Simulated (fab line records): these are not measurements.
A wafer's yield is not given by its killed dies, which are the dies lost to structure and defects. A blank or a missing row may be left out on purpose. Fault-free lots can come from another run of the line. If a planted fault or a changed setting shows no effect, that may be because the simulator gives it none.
Which of the tools did it?	flow rit-cmos	7 lots with 21 wafers sampled at 2 steps, on a route of 202 steps

WHAT THE GAUGES READ, wafer by wafer
RIT_PSD_OVL_MEAS_06.
lot	measured	on	PSD_OVL (nm)
L988	day 4 01:43	overlay-01	-4.5 -0.4 -1.0
L990	day 4 19:50	overlay-02	-1.9 0.1 -1.3
L993	day 5 03:13	overlay-02	-1.1 1.5 0.1
L996	day 5 17:13	overlay-02	-0.1 -0.1 -0.5
L100	day 6 19:00	overlay-02	-151.0 -152.8 -152.9
L103	day 7 02:05	overlay-01	-149.9 -149.2 -147.7
L109	day 7 22:28	overlay-02	-1.8 -2.4 -3.0

TOOL THAT RAN EACH LOT (tool first, then ch and the chambers of the sampled wafers, then the start)
lot	RIT_PSD_EXPOSE_03
L988	iline-stepper-01 ch 0, day 4 01:20
L990	iline-stepper-02 ch 0, day 4 19:28
L993	iline-stepper-02 ch 0, day 5 02:25
L996	iline-stepper-01 ch 0, day 5 16:39
L100	iline-stepper-02 ch 0, day 6 18:31
L103	iline-stepper-02 ch 0, day 7 01:41
L109	iline-stepper-01 ch 0, day 7 22:05
- RIT_PSD_EXPOSE_03: exposes mask M10, target cd 40900 nm.

THE ANSWER, worked out from the rows above alone
Rule: what is usual is taken from the lots themselves. Put in order of their means at a reading, lots are off if they are a third of the lots or fewer, leave a main group of 4 or more, and stand apart from it by a gap of 3 or more times the standard deviation of the main group's means; of several such gaps the widest counts. Not used: any main group whose means are identical at the precision the tables above print for the reading. A lot without any number at a reading at which 4 lots or more have one is off too. Where the step has rows for the other lots, those lots are counted as sound.
Off: at RIT_PSD_OVL_MEAS_06 (PSD_OVL), L100, L103. The main group: mean -1.1 nm, standard deviation 0.98.
If a tool, at a process step before that reading, ran all the lots that are off and no sound lot after the first of them, it fits. The gauges at RIT_PSD_OVL_MEAS_06 are tried like those tools. One candidate fits, namely iline-stepper-02 at RIT_PSD_EXPOSE_03. Its last sound lot is L993 (day 5 02:25), its first lot that is off L100 (day 6 18:31): a fault that began between those two fits.

WHAT THE SIMULATOR HAD PUT IN
Scanner matching overlay: iline-stepper-02, from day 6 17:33 on, at RIT_PSD_EXPOSE_03. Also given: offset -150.
Shown lots that were struck: L100, L103. Same finding as the rule above.
